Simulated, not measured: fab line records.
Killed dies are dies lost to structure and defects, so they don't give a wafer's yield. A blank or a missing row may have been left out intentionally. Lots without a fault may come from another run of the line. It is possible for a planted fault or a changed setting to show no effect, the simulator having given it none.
Which tool is to blame? || flow rit_cmos || 45 wafers from 15 lots sampled at 5 of the route's 202 steps

## WHAT THE GAUGES SHOWED, per wafer
RIT_ACTIVE_CD_MEAS_90 targets a cd of 1400 nm. Usual: cd_nm reads 1400.3 nm (standard deviation 2.3).
{"lot": "L575", "measured": "day 1 16:53", "on": "cd_sem-01", "cd_nm (nm)": "1400.8 1402.6 1400.9", "flag": ""}
{"lot": "L576", "measured": "day 1 22:05", "on": "cd_sem-02", "cd_nm (nm)": "1403.8 1404.2 1403.3", "flag": ""}
{"lot": "L577", "measured": "day 2 02:26", "on": "cd_sem-01", "cd_nm (nm)": "1396.8 1397.7 1397.0", "flag": ""}
{"lot": "L579", "measured": "day 2 11:23", "on": "cd_sem-01", "cd_nm (nm)": "1400.8 1400.1 1400.8", "flag": ""}
{"lot": "L580", "measured": "day 2 16:38", "on": "cd_sem-02", "cd_nm (nm)": "1400.4 1400.1 1400.9", "flag": ""}
{"lot": "L583", "measured": "day 3 07:17", "on": "cd_sem-02", "cd_nm (nm)": "1400.4 1399.3 1399.8", "flag": ""}
{"lot": "L584", "measured": "day 3 14:17", "on": "cd_sem-02", "cd_nm (nm)": "1403.4 1404.6 1403.2", "flag": ""}
{"lot": "L585", "measured": "day 3 18:49", "on": "cd_sem-02", "cd_nm (nm)": "1397.6 1398.0 1396.9", "flag": ""}
{"lot": "L587", "measured": "day 4 04:01", "on": "cd_sem-01", "cd_nm (nm)": "1405.1 1403.8 1402.5", "flag": ""}
{"lot": "L589", "measured": "day 4 13:30", "on": "cd_sem-02", "cd_nm (nm)": "1399.8 1399.0 1400.0", "flag": ""}
{"lot": "L590", "measured": "day 4 18:03", "on": "cd_sem-01", "cd_nm (nm)": "1401.1 1398.0 1398.0", "flag": ""}
{"lot": "L591", "measured": "day 5 00:35", "on": "cd_sem-02", "cd_nm (nm)": "1397.9 1398.7 1396.6", "flag": ""}
{"lot": "L592", "measured": "day 5 05:17", "on": "cd_sem-02", "cd_nm (nm)": "1402.4 1399.4 1402.7", "flag": ""}
{"lot": "L595", "measured": "day 5 19:33", "on": "cd_sem-02", "cd_nm (nm)": "1400.3 1401.3 1401.2", "flag": ""}
{"lot": "L598", "measured": "day 6 10:52", "on": "cd_sem-01", "cd_nm (nm)": "1397.8 1399.9 1399.1", "flag": ""}

RIT_PLDD_OVL_MEAS_06. Usual: for PLDD_OVL the level is -0.8 nm and the standard deviation is 1.5.
{"lot": "L575", "measured": "day 3 01:31", "on": "overlay-02", "PLDD_OVL (nm)": "-2.5 -3.6 -2.6", "flag": ""}
{"lot": "L576", "measured": "day 3 08:22", "on": "overlay-01", "PLDD_OVL (nm)": "-4.2 -4.1 -1.8", "flag": ""}
{"lot": "L577", "measured": "day 3 11:32", "on": "overlay-02", "PLDD_OVL (nm)": "-2.0 -2.7 -1.5", "flag": ""}
{"lot": "L579", "measured": "day 3 23:40", "on": "overlay-02", "PLDD_OVL (nm)": "0.0 0.0 1.3", "flag": ""}
{"lot": "L580", "measured": "day 4 02:16", "on": "overlay-02", "PLDD_OVL (nm)": "0.8 0.3 -0.6", "flag": ""}
{"lot": "L583", "measured": "day 4 16:28", "on": "overlay-01", "PLDD_OVL (nm)": "- - -", "flag": "OFF"}
{"lot": "L584", "measured": "day 4 23:50", "on": "overlay-01", "PLDD_OVL (nm)": "-0.3 -1.3 0.0", "flag": ""}
{"lot": "L585", "measured": "day 5 02:53", "on": "overlay-01", "PLDD_OVL (nm)": "- - -", "flag": "OFF"}
{"lot": "L587", "measured": "day 5 11:55", "on": "overlay-01", "PLDD_OVL (nm)": "- - -", "flag": "OFF"}
{"lot": "L589", "measured": "day 5 21:24", "on": "overlay-01", "PLDD_OVL (nm)": "-1.7 -2.0 -1.9", "flag": ""}
{"lot": "L590", "measured": "day 6 03:20", "on": "overlay-01", "PLDD_OVL (nm)": "-1.6 -0.1 -3.1", "flag": ""}
{"lot": "L591", "measured": "day 6 07:34", "on": "overlay-02", "PLDD_OVL (nm)": "0.6 -0.5 0.2", "flag": ""}
{"lot": "L592", "measured": "day 6 10:07", "on": "overlay-02", "PLDD_OVL (nm)": "0.4 0.4 2.1", "flag": ""}
{"lot": "L595", "measured": "day 7 04:53", "on": "overlay-02", "PLDD_OVL (nm)": "-2.2 -1.9 -1.9", "flag": ""}
{"lot": "L598", "measured": "day 7 19:19", "on": "overlay-01", "PLDD_OVL (nm)": "-0.8 -1.8 -1.5", "flag": ""}

RIT_SDANNEAL_RS_MEAS_07: uses a four-point probe to measure. Usual: for NLDD_RS the level is 151.5 ohm/sq and the standard deviation is 0.53.
{"lot": "L575", "measured": "day 3 09:51", "on": "film_metro-02", "NLDD_RS (ohm/sq)": "151.5 151.6 151.7", "flag": ""}
{"lot": "L576", "measured": "day 3 15:20", "on": "film_metro-04", "NLDD_RS (ohm/sq)": "151.3 151.3 151.6", "flag": ""}
{"lot": "L577", "measured": "day 3 19:16", "on": "film_metro-02", "NLDD_RS (ohm/sq)": "150.8 151.6 151.1", "flag": ""}
{"lot": "L579", "measured": "day 4 06:31", "on": "film_metro-04", "NLDD_RS (ohm/sq)": "152.3 152.7 151.7", "flag": ""}
{"lot": "L580", "measured": "day 4 08:58", "on": "film_metro-03", "NLDD_RS (ohm/sq)": "151.9 151.7 151.4", "flag": ""}
{"lot": "L583", "measured": "day 4 23:09", "on": "film_metro-03", "NLDD_RS (ohm/sq)": "151.6 151.2 151.4", "flag": ""}
{"lot": "L584", "measured": "day 5 06:56", "on": "film_metro-04", "NLDD_RS (ohm/sq)": "151.7 152.0 152.0", "flag": ""}
{"lot": "L585", "measured": "day 5 09:55", "on": "film_metro-03", "NLDD_RS (ohm/sq)": "151.7 151.8 151.9", "flag": ""}
{"lot": "L587", "measured": "day 5 19:12", "on": "film_metro-04", "NLDD_RS (ohm/sq)": "151.8 152.0 151.9", "flag": ""}
{"lot": "L589", "measured": "day 6 05:19", "on": "film_metro-04", "NLDD_RS (ohm/sq)": "151.6 151.4 151.1", "flag": ""}
{"lot": "L590", "measured": "day 6 10:10", "on": "film_metro-04", "NLDD_RS (ohm/sq)": "151.6 151.3 151.2", "flag": ""}
{"lot": "L591", "measured": "day 6 16:13", "on": "film_metro-03", "NLDD_RS (ohm/sq)": "150.5 151.0 151.2", "flag": ""}
{"lot": "L592", "measured": "day 6 17:22", "on": "film_metro-03", "NLDD_RS (ohm/sq)": "151.4 151.5 151.0", "flag": ""}
{"lot": "L595", "measured": "day 7 12:01", "on": "film_metro-03", "NLDD_RS (ohm/sq)": "150.8 151.6 151.5", "flag": ""}
{"lot": "L598", "measured": "day 8 02:10", "on": "film_metro-04", "NLDD_RS (ohm/sq)": "150.7 150.5 151.0", "flag": ""}

RIT_CONTACT_OVL_MEAS_09. Usual: for CONTACT_OVL the level is -0.8 nm and the standard deviation is 1.4.
{"lot": "L575", "measured": "day 3 11:55", "on": "overlay-02", "CONTACT_OVL (nm)": "-1.5 -1.5 -2.1", "flag": ""}
{"lot": "L576", "measured": "day 3 17:29", "on": "overlay-01", "CONTACT_OVL (nm)": "0.5 -0.6 0.4", "flag": ""}
{"lot": "L577", "measured": "day 3 21:06", "on": "overlay-02", "CONTACT_OVL (nm)": "0.4 2.6 -0.6", "flag": ""}
{"lot": "L579", "measured": "day 4 08:28", "on": "overlay-02", "CONTACT_OVL (nm)": "0.8 -0.1 1.2", "flag": ""}
{"lot": "L580", "measured": "day 4 10:58", "on": "overlay-02", "CONTACT_OVL (nm)": "-0.3 -1.1 -1.0", "flag": ""}
{"lot": "L583", "measured": "day 5 01:07", "on": "overlay-02", "CONTACT_OVL (nm)": "0.6 -0.8 0.1", "flag": ""}
{"lot": "L584", "measured": "day 5 08:53", "on": "overlay-02", "CONTACT_OVL (nm)": "-1.8 -2.1 -1.4", "flag": ""}
{"lot": "L585", "measured": "day 5 11:53", "on": "overlay-01", "CONTACT_OVL (nm)": "0.7 -0.7 -0.2", "flag": ""}
{"lot": "L587", "measured": "day 5 21:13", "on": "overlay-01", "CONTACT_OVL (nm)": "0.5 -0.4 0.6", "flag": ""}
{"lot": "L589", "measured": "day 6 07:07", "on": "overlay-01", "CONTACT_OVL (nm)": "-1.6 -0.8 -3.0", "flag": ""}
{"lot": "L590", "measured": "day 6 11:59", "on": "overlay-02", "CONTACT_OVL (nm)": "-0.4 0.0 -0.5", "flag": ""}
{"lot": "L591", "measured": "day 6 18:03", "on": "overlay-02", "CONTACT_OVL (nm)": "-2.4 -3.4 0.1", "flag": ""}
{"lot": "L592", "measured": "day 6 19:12", "on": "overlay-02", "CONTACT_OVL (nm)": "0.7 1.6 -1.4", "flag": ""}
{"lot": "L595", "measured": "day 7 14:03", "on": "overlay-01", "CONTACT_OVL (nm)": "1.0 -0.9 -1.1", "flag": ""}
{"lot": "L598", "measured": "day 8 04:20", "on": "overlay-02", "CONTACT_OVL (nm)": "-1.0 0.3 -1.1", "flag": ""}

## EACH LOT AND THE TOOL THAT RAN IT (in order: tool; ch and the chambers of the sampled wafers; start)
{"lot": "L575", "RIT_PLDD_EXPOSE_03": "iline_stepper-01 ch 0, day 3 01:09"}
{"lot": "L576", "RIT_PLDD_EXPOSE_03": "iline_stepper-01 ch 0, day 3 07:59"}
{"lot": "L577", "RIT_PLDD_EXPOSE_03": "iline_stepper-01 ch 0, day 3 11:08"}
{"lot": "L579", "RIT_PLDD_EXPOSE_03": "iline_stepper-02 ch 0, day 3 23:16"}
{"lot": "L580", "RIT_PLDD_EXPOSE_03": "iline_stepper-01 ch 0, day 4 01:52"}
{"lot": "L583", "RIT_PLDD_EXPOSE_03": "iline_stepper-02 ch 0, day 4 16:04"}
{"lot": "L584", "RIT_PLDD_EXPOSE_03": "iline_stepper-01 ch 0, day 4 23:28"}
{"lot": "L585", "RIT_PLDD_EXPOSE_03": "iline_stepper-02 ch 0, day 5 02:29"}
{"lot": "L587", "RIT_PLDD_EXPOSE_03": "iline_stepper-02 ch 0, day 5 11:31"}
{"lot": "L589", "RIT_PLDD_EXPOSE_03": "iline_stepper-01 ch 0, day 5 21:02"}
{"lot": "L590", "RIT_PLDD_EXPOSE_03": "iline_stepper-01 ch 0, day 6 02:57"}
{"lot": "L591", "RIT_PLDD_EXPOSE_03": "iline_stepper-01 ch 0, day 6 07:05"}
{"lot": "L592", "RIT_PLDD_EXPOSE_03": "iline_stepper-01 ch 0, day 6 09:43"}
{"lot": "L595", "RIT_PLDD_EXPOSE_03": "iline_stepper-01 ch 0, day 7 04:20"}
{"lot": "L598", "RIT_PLDD_EXPOSE_03": "iline_stepper-01 ch 0, day 7 18:55"}
- RIT_PLDD_EXPOSE_03: exposes mask M8, target cd 40900 nm.

## WHAT THE TOOLS THEMSELVES READ (means of the sampled wafers that have a number; where no wafer has one, the mark that the record gives instead)
The record holds no such reading with a usual standard deviation.

## THE ANSWER, worked out from the rows above alone
Rule: take the mean of a lot's wafers that have a number; if it is more than 3 standard deviations from the usual mean, the lot is off. Also off: a lot with no number at a reading for which 4 or more lots have one. Where the step has rows for the other lots, those lots are counted as sound. Order of review: gauges by route order, followed by the tools' own readings, for which a lot's mean as printed above is used. The first step at which some lot is off is used, and at that step the reading that is off furthest; a lot without a number counts as furthest.
Off: L583, L585, L587, seen at RIT_PLDD_OVL_MEAS_06 (PLDD_OVL). Without a number there: L583, L585, L587.
If a tool, at a process step before that reading, ran all the lots that are off and no sound lot after the first of them, it fits. The gauges at RIT_PLDD_OVL_MEAS_06 are tried like those tools. One candidate fits, namely iline_stepper-02 at RIT_PLDD_EXPOSE_03. A fault onset in the window from L579 (day 3 23:16, its last sound lot) to L583 (day 4 16:04, its first lot off) fits.

## WHAT THE SIMULATOR HAD PUT IN
Scanner matching overlay: iline_stepper-02, from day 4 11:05 on, at RIT_PLDD_EXPOSE_03. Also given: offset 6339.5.
Shown lots that were struck: L583, L585, L587. The rule above found the same.
